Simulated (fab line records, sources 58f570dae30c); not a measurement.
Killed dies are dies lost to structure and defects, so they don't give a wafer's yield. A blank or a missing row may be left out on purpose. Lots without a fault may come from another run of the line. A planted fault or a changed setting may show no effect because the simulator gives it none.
Which tool did it? | flow berkeley_cmos170 | 14 lots, 42 wafers sampled, at 6 steps of a route of 331

WHAT THE GAUGES READ, wafer by wafer
UCB170_START_THK_MEAS_03. Usual: START_OXIDE_THK 20.0 nm, standard deviation 0.42.
lot  | measured    | on            | START_OXIDE_THK (nm) | flag
L728 | day 1 22:23 | film_metro-01 | 20.1 20.5 20.4       |
L729 | day 1 22:23 | film_metro-02 | 20.2 20.4 20.4       |
L730 | day 2 06:55 | film_metro-03 | 19.5 19.5 19.7       |
L731 | day 2 17:01 | film_metro-02 | 19.0 19.1 19.3       |
L734 | day 3 02:42 | film_metro-01 | 20.0 20.3 20.2       |
L736 | day 3 12:34 | film_metro-02 | 19.3 19.3 19.2       |
L740 | day 4 05:25 | film_metro-01 | 20.3 20.1 20.0       |
L739 | day 4 05:26 | film_metro-02 | 20.2 20.0 19.7       |
L741 | day 4 14:11 | film_metro-01 | 20.0 19.7 20.0       |
L743 | day 4 23:56 | film_metro-02 | 20.3 20.5 20.2       |
L744 | day 5 03:33 | film_metro-02 | 20.2 20.3 20.1       |
L747 | day 5 16:09 | film_metro-02 | 19.9 19.8 19.9       |
L748 | day 5 23:25 | film_metro-02 | 20.2 20.7 20.2       |
L750 | day 6 09:41 | film_metro-01 | 20.4 20.2 20.3       |

UCB170_NLDD_TW_MEAS_11. Usual: NLDD_TW 2231, standard deviation 11.
lot  | measured     | on            | NLDD_TW        | flag
L728 | day 8 06:12  | film_metro-03 | 2222 2231 2223 |
L729 | day 8 05:29  | film_metro-02 | 2229 2215 2222 |
L730 | day 8 15:49  | film_metro-03 | 2224 2223 2235 |
L731 | day 8 15:17  | film_metro-01 | 2251 2242 2245 |
L734 | day 9 14:57  | film_metro-03 | 2220 2234 2224 |
L736 | day 9 14:13  | film_metro-01 | 2241 2246 2223 |
L740 | day 10 05:38 | film_metro-03 | 2249 2237 2243 |
L739 | day 10 05:13 | film_metro-01 | 2240 2244 2233 |
L741 | day 10 18:55 | film_metro-03 | 2242 2234 2239 |
L743 | day 10 18:59 | film_metro-03 | 2328 2315 2329 | OFF
L744 | day 10 18:06 | film_metro-03 | 2227 2237 2245 |
L747 | day 11 09:28 | film_metro-03 | 2318 2325 2318 | OFF
L748 | day 11 20:13 | film_metro-02 | 2228 2228 2232 |
L750 | day 12 09:17 | film_metro-01 | 2246 2237 2240 |

UCB170_SDANNEAL_RS_MEAS_05: measures by four-point-probe. Usual: NLDD_RS 616.7 ohm/sq, standard deviation 1.2.
lot  | measured     | on            | NLDD_RS (ohm/sq)  | flag
L728 | day 8 17:52  | film_metro-01 | 617.7 616.1 615.9 |
L729 | day 8 17:19  | film_metro-02 | 616.2 614.7 616.3 |
L730 | day 9 04:44  | film_metro-02 | 616.9 617.2 617.6 |
L731 | day 9 04:36  | film_metro-03 | 616.1 616.3 616.4 |
L734 | day 10 02:20 | film_metro-01 | 616.1 614.4 615.7 |
L736 | day 10 01:50 | film_metro-01 | 617.3 616.0 617.4 |
L740 | day 10 19:08 | film_metro-01 | 617.1 616.8 616.5 |
L739 | day 10 18:49 | film_metro-03 | 617.1 616.0 616.4 |
L741 | day 11 08:29 | film_metro-03 | 615.3 615.8 615.7 |
L743 | day 11 08:56 | film_metro-01 | 581.3 580.6 582.2 | OFF
L744 | day 11 08:40 | film_metro-02 | 618.9 619.5 618.7 |
L747 | day 11 19:32 | film_metro-01 | 582.7 582.9 581.0 | OFF
L748 | day 12 09:58 | film_metro-01 | 617.0 616.8 616.8 |
L750 | day 12 21:31 | film_metro-02 | 615.4 617.3 615.4 |

UCB170_M1_THK_MEAS_02: measures by xrf. Usual: M1_AL_THK 590 nm, standard deviation 6.9.
lot  | measured     | on            | M1_AL_THK (nm) | flag
L728 | day 8 23:15  | film_metro-02 | 587 588 589    |
L729 | day 8 22:30  | film_metro-02 | 576 586 595    |
L730 | day 9 13:40  | film_metro-01 | 580 583 572    |
L731 | day 9 13:20  | film_metro-03 | 587 597 596    |
L734 | day 10 13:51 | film_metro-02 | 599 605 601    |
L736 | day 10 07:07 | film_metro-03 | 589 591 590    |
L740 | day 11 02:45 | film_metro-03 | 586 592 593    |
L739 | day 11 01:58 | film_metro-01 | 595 599 592    |
L741 | day 11 16:01 | film_metro-02 | 577 590 583    |
L743 | day 11 16:11 | film_metro-01 | 588 593 584    |
L744 | day 11 16:22 | film_metro-02 | 591 589 588    |
L747 | day 12 00:44 | film_metro-01 | 587 578 591    |
L748 | day 12 17:31 | film_metro-01 | 589 599 595    |
L750 | day 13 02:37 | film_metro-01 | 587 596 595    |

WHICH TOOL RAN EACH LOT (tool, then ch and the chambers of the sampled wafers, then the start)
lot  | UCB170_PVT_STRIP_08                  | UCB170_NLDD_IMPLANT_09
L728 | plasma_asher-01 ch 0,1, day 7 08:45  | implanter-03 ch 0, day 8 05:57
L729 | plasma_asher-01 ch 0,1, day 7 08:52  | implanter-04 ch 0, day 8 05:14
L730 | plasma_asher-03 ch 0,1, day 7 18:09  | implanter-01 ch 0, day 8 15:34
L731 | plasma_asher-01 ch 0,1, day 7 18:07  | implanter-03 ch 0, day 8 15:04
L734 | plasma_asher-03 ch 0,1, day 8 09:46  | implanter-04 ch 0, day 9 14:43
L736 | plasma_asher-04 ch 0,1, day 8 15:44  | implanter-03 ch 0, day 9 13:58
L740 | plasma_asher-03 ch 0,1, day 9 12:55  | implanter-01 ch 0, day 10 05:23
L739 | plasma_asher-01 ch 0,1, day 9 12:38  | implanter-03 ch 0, day 10 04:59
L741 | plasma_asher-01 ch 0,1, day 9 19:08  | implanter-04 ch 0, day 10 18:34
L743 | plasma_asher-03 ch 0,1, day 9 18:43  | implanter-01 ch 0, day 10 18:44
L744 | plasma_asher-04 ch 0,1, day 9 18:38  | implanter-01 ch 0, day 10 17:51
L747 | plasma_asher-03 ch 0,1, day 10 11:06 | implanter-01 ch 0, day 11 09:13
L748 | plasma_asher-03 ch 0,1, day 11 04:26 | implanter-04 ch 0, day 11 19:59
L750 | plasma_asher-03 ch 0,1, day 11 12:20 | implanter-04 ch 0, day 12 09:03
- UCB170_PVT_STRIP_08: strips in O2.
- UCB170_NLDD_IMPLANT_09

WHAT THE TOOLS THEMSELVES READ (means of the sampled wafers that have a number; where no wafer has one, the mark that the record gives instead)
UCB170_PVT_STRIP_08. Usual: chamber_pressure_mTorr 3500 mTorr, standard deviation 3.1; drypump_motor_current_A 5.9 A, standard deviation 0.39; o2_flow_sccm 400.1 sccm, standard deviation 1.2; oes_product_au 0.735 a.u., standard deviation 0.0047; strip_time_to_endpoint_s 21.63 s, standard deviation 0.066.
lot  | tool            | chamber_pressure_mTorr (mTorr) | drypump_motor_current_A (A) | o2_flow_sccm (sccm) | oes_product_au (a.u.) | strip_time_to_endpoint_s (s) | flag
L728 | plasma_asher-01 | 3499                           | 5.9                         | 400.4               | 0.733                 | 21.60                        |
L729 | plasma_asher-01 | 3500                           | 6.1                         | 398.5               | 0.732                 | 21.67                        |
L730 | plasma_asher-03 | 3500                           | 6.1                         | 399.7               | 0.737                 | 21.60                        |
L731 | plasma_asher-01 | 3500                           | 6.1                         | 398.7               | 0.737                 | 21.61                        |
L734 | plasma_asher-03 | 3498                           | 6.1                         | 401.3               | 0.734                 | 21.60                        |
L736 | plasma_asher-04 | 3501                           | 5.3                         | 400.2               | 0.733                 | 21.66                        |
L740 | plasma_asher-03 | 3501                           | 5.9                         | 399.8               | 0.739                 | 21.66                        |
L739 | plasma_asher-01 | 3502                           | 6.1                         | 399.2               | 0.736                 | 21.73                        |
L741 | plasma_asher-01 | 3501                           | 5.9                         | 399.1               | 0.732                 | 21.67                        |
L743 | plasma_asher-03 | 3501                           | 5.9                         | 399.7               | 0.735                 | 21.67                        |
L744 | plasma_asher-04 | 3503                           | 5.3                         | 400.2               | 0.734                 | 21.62                        |
L747 | plasma_asher-03 | 3500                           | 5.9                         | 401.6               | 0.737                 | 21.59                        |
L748 | plasma_asher-03 | 3499                           | 5.9                         | 399.0               | 0.737                 | 21.63                        |
L750 | plasma_asher-03 | 3500                           | 6.1                         | 400.2               | 0.732                 | 21.60                        |

UCB170_NLDD_IMPLANT_09. Usual: beam_energy_keV 29.999, standard deviation 0.0097; end_station_pressure_torr 5.15e-06 Torr, standard deviation 2.6e-07; tilt_deg 7.003 degrees, standard deviation 0.017.
lot  | tool         | beam_energy_keV | end_station_pressure_torr (Torr) | tilt_deg (degrees) | flag
L728 | implanter-03 | 29.995          | 5.04e-06                         | 6.998              |
L729 | implanter-04 | 29.989          | 5.33e-06                         | 7.014              |
L730 | implanter-01 | 29.995          | 5.41e-06                         | 6.998              |
L731 | implanter-03 | 29.994          | 5.17e-06                         | 7.005              |
L734 | implanter-04 | 29.989          | 5.26e-06                         | 7.011              |
L736 | implanter-03 | 30.010          | 5.37e-06                         | 6.994              |
L740 | implanter-01 | 29.993          | 4.98e-06                         | 7.002              |
L739 | implanter-03 | 30.009          | 5.25e-06                         | 6.992              |
L741 | implanter-04 | 30.000          | 5.10e-06                         | 7.016              |
L743 | implanter-01 | 38.241          | 5.45e-06                         | 7.009              | OFF
L744 | implanter-01 | 30.005          | 5.35e-06                         | 6.996              |
L747 | implanter-01 | 38.226          | 5.09e-06                         | 6.987              | OFF
L748 | implanter-04 | 30.000          | 4.77e-06                         | 7.002              |
L750 | implanter-04 | 29.995          | 5.48e-06                         | 6.996              |

THE ANSWER, worked out from the rows above alone
Rule: a lot is off if the mean of its wafers that have a number lies more than 3 standard deviations from the usual mean. A lot without any number at a reading at which 4 lots or more have one is off too. The other lots that the step has rows for count as sound. The gauges are gone through in route order, then the tools' own readings, and for those a lot's mean is taken as printed above. The first step at which some lot is off is used, and at that step the reading that is off furthest; a lot without a number counts as furthest.
Off: L743, L747, at UCB170_NLDD_TW_MEAS_11 (NLDD_TW).
A tool fits if, at a process step before that reading, it ran every lot that is off, and no sound lot after the first of them. The gauges at UCB170_NLDD_TW_MEAS_11 aren't tried: what is off there is off at UCB170_SDANNEAL_RS_MEAS_05 too, on other tools, and a gauge's error can't cause that. One fits: implanter-01 at UCB170_NLDD_IMPLANT_09. Its last sound lot is L744 (day 10 17:51), its first lot that is off L743 (day 10 18:44): a fault that began between those two fits.
The tool's own readings at UCB170_NLDD_IMPLANT_09 bear it out: on the lots that are off they differ by more than 5 times the standard deviation of the sound lots' means. beam_energy_keV reads 38.233 there against 29.998 on the sound lots.

WHAT THE SIMULATOR HAD PUT IN
Process parameter drift: implanter-01, from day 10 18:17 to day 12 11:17, at UCB170_NLDD_IMPLANT_09. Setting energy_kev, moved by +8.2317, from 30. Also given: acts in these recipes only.
Lots struck among those shown: L743, L747. The rule above found the same.
